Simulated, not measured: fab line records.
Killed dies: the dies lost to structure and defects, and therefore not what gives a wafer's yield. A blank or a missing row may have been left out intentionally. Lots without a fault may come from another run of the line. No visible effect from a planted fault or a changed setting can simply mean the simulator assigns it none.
Which tool is to blame? ; flow rit cmos ; Sampling: 15 lots, 45 wafers, 4 of 202 route steps

WHAT THE GAUGES READ, wafer by wafer
RIT_M1_RS_MEAS_01: the measuring method here is four-point-probe.
lot;measured;on;M1_AL_RS (ohm/sq)
L363;day 3 13:16;film metro-02;0.0740 0.0748 0.0746
L364;day 3 19:08;film metro-03;0.0737 0.0736 0.0744
L366;day 3 22:43;film metro-02;0.0725 0.0725 0.0727
L371;day 5 02:27;film metro-04;0.0729 0.0735 0.0737
L372;day 5 10:13;film metro-02;- - -
L373;day 5 13:12;film metro-04;- - -
L374;day 5 19:10;film metro-02;- - -
L375;day 5 22:36;film metro-04;0.0721 0.0730 0.0730
L376;day 6 01:30;film metro-04;0.0717 0.0716 0.0719
L378;day 6 13:20;film metro-02;0.0743 0.0741 0.0731
L379;day 6 19:23;film metro-03;0.0741 0.0734 0.0741
L380;day 6 20:31;film metro-02;0.0737 0.0730 0.0738
L383;day 7 15:25;film metro-03;0.0719 0.0723 0.0726
L384;day 7 17:54;film metro-03;0.0735 0.0745 0.0739
L386;day 8 05:39;film metro-03;0.0734 0.0747 0.0737

RIT_M1_THK_MEAS_02: measures by xrf.
lot;measured;on;M1_AL_THK (nm)
L363;day 3 13:22;film metro-02;398 392 389
L364;day 3 19:14;film metro-03;401 398 397
L366;day 3 22:49;film metro-02;405 404 403
L371;day 5 02:34;film metro-04;403 400 397
L372;day 5 10:20;film metro-02;<0 <0 <0
L373;day 5 13:19;film metro-04;<0 <0 <0
L374;day 5 19:17;film metro-02;<0 <0 <0
L375;day 5 22:43;film metro-04;407 403 405
L376;day 6 01:37;film metro-04;407 405 406
L378;day 6 13:26;film metro-02;390 391 398
L379;day 6 19:31;film metro-03;397 402 395
L380;day 6 20:38;film metro-02;395 398 398
L383;day 7 15:32;film metro-03;407 408 404
L384;day 7 18:01;film metro-03;399 395 398
L386;day 8 05:46;film metro-03;402 394 402

RIT_M1_BOW_MEAS_16.
lot;measured;on;M1_BOW (um)
L363;day 3 16:53;film metro-04;19 27 16
L364;day 3 22:45;film metro-03;3 13 11
L366;day 4 03:43;film metro-02;6 5 17
L371;day 5 06:11;film metro-02;4 5 17
L372;day 5 13:59;film metro-03;36 38 41
L373;day 5 16:57;film metro-02;40 33 31
L374;day 5 23:05;film metro-03;25 45 38
L375;day 6 02:12;film metro-02;13 8 16
L376;day 6 05:07;film metro-02;22 34 26
L378;day 6 17:11;film metro-02;21 24 14
L379;day 6 23:07;film metro-04;22 15 16
L380;day 7 00:37;film metro-02;17 18 22
L383;day 7 19:08;film metro-04;8 20 9
L384;day 7 21:38;film metro-03;24 19 18
L386;day 8 09:22;film metro-03;8 22 18

WHICH TOOL RAN EACH LOT (tool, then ch and the chambers of the sampled wafers, then the start)
lot;RIT_M1_SPUTTER_00
L363;pvd sputter-02, day 3 12:55
L364;pvd sputter-03, day 3 18:47
L366;pvd sputter-02, day 3 22:23
L371;pvd sputter-02, day 5 02:09
L372;pvd sputter-03, day 5 09:55
L373;pvd sputter-02, day 5 12:54
L374;pvd sputter-03, day 5 18:52
L375;pvd sputter-02, day 5 22:18
L376;pvd sputter-03, day 6 01:13
L378;pvd sputter-03, day 6 13:01
L379;pvd sputter-02, day 6 19:06
L380;pvd sputter-03, day 6 20:14
L383;pvd sputter-02, day 7 15:06
L384;pvd sputter-03, day 7 17:35
L386;pvd sputter-03, day 8 05:21
- RIT_M1_SPUTTER_00: material Al, target thk 400 nm, time 500 s.

AS READ BY THE TOOLS THEMSELVES (means over the sampled wafers that have a number; for cases with no such wafer, the mark the record gives instead)
RIT_M1_SPUTTER_00.
lot;tool;cathode dc power W (W);chamber pressure pa (Pa);throttle valve pct (%)
L363;pvd sputter-02;2000.1;0.4000;29.5
L364;pvd sputter-03;2000.3;0.3998;30.3
L366;pvd sputter-02;1999.8;0.3999;29.6
L371;pvd sputter-02;2000.0;0.4008;29.4
L372;pvd sputter-03;-;-;-
L373;pvd sputter-02;-;-;-
L374;pvd sputter-03;-;-;-
L375;pvd sputter-02;1999.6;0.3995;29.3
L376;pvd sputter-03;1999.8;0.3998;30.0
L378;pvd sputter-03;1999.5;0.4006;30.1
L379;pvd sputter-02;2000.2;0.4002;29.7
L380;pvd sputter-03;2000.2;0.4001;30.2
L383;pvd sputter-02;1999.9;0.3994;29.6
L384;pvd sputter-03;1999.9;0.4003;30.4
L386;pvd sputter-03;2000.0;0.3992;30.3

THE ANSWER, worked out from the rows above alone
Rule: the lots themselves supply what counts as usual. The widest of any qualifying gaps counts: lots, ordered by their means at a reading, are off when they make up no more than a third of the lots, leave a main group of 4 or more, and stand apart from it by 3 or more times the standard deviation of that group's means. A main group is skipped when, at the precision printed for the reading in the tables above, its means are all equal. Also off: a lot with no number at a reading for which 4 or more lots have one. Any other lot the step has rows for is counted as sound. The gauges are gone through in route order, then the tools' own readings, and for those a lot's mean is taken as printed above. At the first step where some lot is off, the reading lying furthest off is the one used; lots without a number count as furthest.
Off: at RIT_M1_RS_MEAS_01 (M1_AL_RS), L372, L373, L374. Without a number there: L372, L373, L374. The main group: mean 0.0733 ohm/sq, standard deviation 0.0008.
A tool fits if, at a process step before that reading, it ran every lot that is off, and no sound lot after the first of them. Not tried: the gauges at RIT_M1_RS_MEAS_01; whatever is off there is also off at RIT_M1_SPUTTER_00, on other tools, and gauge error can't account for it. Not one of the candidates tried fits.

WHAT WAS PUT IN BY THE SIMULATOR
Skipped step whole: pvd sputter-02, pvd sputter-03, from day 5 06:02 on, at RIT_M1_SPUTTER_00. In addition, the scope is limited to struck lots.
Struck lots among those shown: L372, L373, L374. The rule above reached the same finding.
